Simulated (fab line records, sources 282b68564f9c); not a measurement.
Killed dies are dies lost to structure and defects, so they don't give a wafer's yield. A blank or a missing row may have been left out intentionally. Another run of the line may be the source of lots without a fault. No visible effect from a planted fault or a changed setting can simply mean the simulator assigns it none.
Struck lot and sound lot, side by side	flow rit cmos	18 steps out of a route of 202
Sound: the wafers L809.1, L809.2, L809.5. Wafers struck: L819.2, L819.4, L819.5. The cause is given at the end.
For every step that has rows: the tool of each side, followed by ch and its chambers, followed by its first start. Under that, the readings that differ: sound wafers	struck wafers	difference of the means	sigmas: that difference in standard deviations of wafers without a fault.
alike: readings whose means differ by less than 2 such deviations, and words and numbers that are the same on both sides. not compared: withheld readings, readings that some wafer has no value for, bounds like >300 that may hide the same value, and numbers for which the record gives no deviation and whose values overlap.
A row with sigmas, a row that says differs or no value, or rows on one side alone: a step with any of these is where the two part. Numbers that don't overlap but have no deviation are shown without sigmas and don't part them. Lack of a reading on every wafer of one side parts them only where that side has two or more wafers.

first, 4 steps without rows for these wafers: RIT_PSD_SOFTBAKE_02 (time 60 s); RIT_PSD_EXPOSE_03 (exposes mask M10, target cd 40900 nm); RIT_PSD_PEB_04; RIT_PSD_DEVELOP_05 (develop time 50 s).
RIT_PSD_OVL_MEAS_06:
  sound on overlay-01 at day 3 05:22; struck on overlay-01 at day 5 09:47
  alike: PSD_OVL
then, 2 steps without rows for these wafers: RIT_PSD_HARDBAKE_07 (time 60 s); RIT_PSD_IMPLANT_08.
RIT_PSD_STRIP_09: strips in O2, time 180 s.
  sound on plasma asher-02 ch 0,1, day 3 05:41; struck on plasma asher-01 ch 1, day 5 10:11
  alike: drypump motor current A
  not compared: rf hours counter h
RIT_PSD_TW_MEAS_10:
  sound on film metro-02 at day 3 05:52; struck on film metro-03 at day 5 10:23
  alike: PSD_TW
then, 3 steps without rows for these wafers: RIT_SDANNEAL_CLEAN_00 (cleans in SC1, time 600 s); RIT_SDANNEAL_CLEAN_01 (cleans in dHF, time 30 s); RIT_SDANNEAL_CLEAN_02 (cleans in SC2, time 600 s).
RIT_SDANNEAL_RTA_03: time 5 s.
  sound on rtp anneal-02 ch 0, day 3 06:17; struck on rtp anneal-01 ch 0, day 5 10:50
reading	sound	struck	difference	sigmas
wafer_temp_C_max	1054.8 1052.1 1054.0	1033.0 1034.5 1035.6	-19.3	-15
RIT_SDANNEAL_RS_MEAS_04: measurement is done with a four-point probe.
  sound on film metro-01 at day 3 06:21; struck on film metro-01 at day 5 10:55
reading	sound	struck	difference	sigmas
PSD_RS (ohm/sq)	116.15 115.70 115.78	129.91 130.70 130.28	+14.42	+51
RIT_SDANNEAL_RS_MEAS_05: measurement is done with a four-point probe.
  sound on film metro-01 at day 3 06:28; struck on film metro-01 at day 5 11:02
reading	sound	struck	difference	sigmas
NSD_RS (ohm/sq)	84.2 84.2 83.9	85.2 85.6 85.5	+1.3	+4
RIT_SDANNEAL_RS_MEAS_06: measurement is done with a four-point probe.
  sound on film metro-01 at day 3 06:35; struck on film metro-01 at day 5 11:09
reading	sound	struck	difference	sigmas
PLDD_RS (ohm/sq)	179.5 178.7 179.0	193.9 194.4 194.0	+15.0	+33
RIT_SDANNEAL_RS_MEAS_07: measurement is done with a four-point probe.
  sound on film metro-01 at day 3 06:43; struck on film metro-01 at day 5 11:16
  alike: NLDD_RS
RIT_M1_PROBE_99:
  sound on prober-01 at day 3 13:37; struck on prober-01 at day 5 19:17
reading	sound	struck	difference	sigmas
model.etest.pmos turned.r on ohm um	3587 3547 3680	3795 3777 3815	+191	
model.etest.pmos_0p3.r on ohm um	6374 6235 6436	6605 6589 6604	+251	
model.etest.pmos_0p15.r on ohm um	2851 2818 2898	2945 2935 2990	+101	
model.etest.pmos turned.drive ua um	178.4 180.1 168.3	161.6 162.7 162.1	-13.5	
model.etest.pmos_0p15.drive ua um	247.7 251.3 245.3	236.5 237.1 236	-11.6	
model.etest.contact pplus.end ohm um	43.79 44.1 43.84	52.21 51.82 52.17	+8.16	
model.etest.pmos narrow.drive ua um	100.3 104.4 99.92	95.27 95.67 95.83	-5.95	
model.etest.pmos_0p3.drive ua um	99.88 102.3 98.95	94.74 94.51 95.31	-5.52	
  alike: killed_at_M0_to_M3, killed at contacts, killed at front end, killed dies, killed open, killed short

## WHERE THEY PART
Earliest at RIT_SDANNEAL_RTA_03; latest, in this record, at RIT_SDANNEAL_RS_MEAS_06. Later steps at which nothing parts them and some readings are alike: RIT_SDANNEAL_RS_MEAS_07, RIT_M1_PROBE_99.

WHY: whatever the simulator had introduced
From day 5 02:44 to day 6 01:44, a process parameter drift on rtp anneal-01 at RIT_SDANNEAL_RTA_03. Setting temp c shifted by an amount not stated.
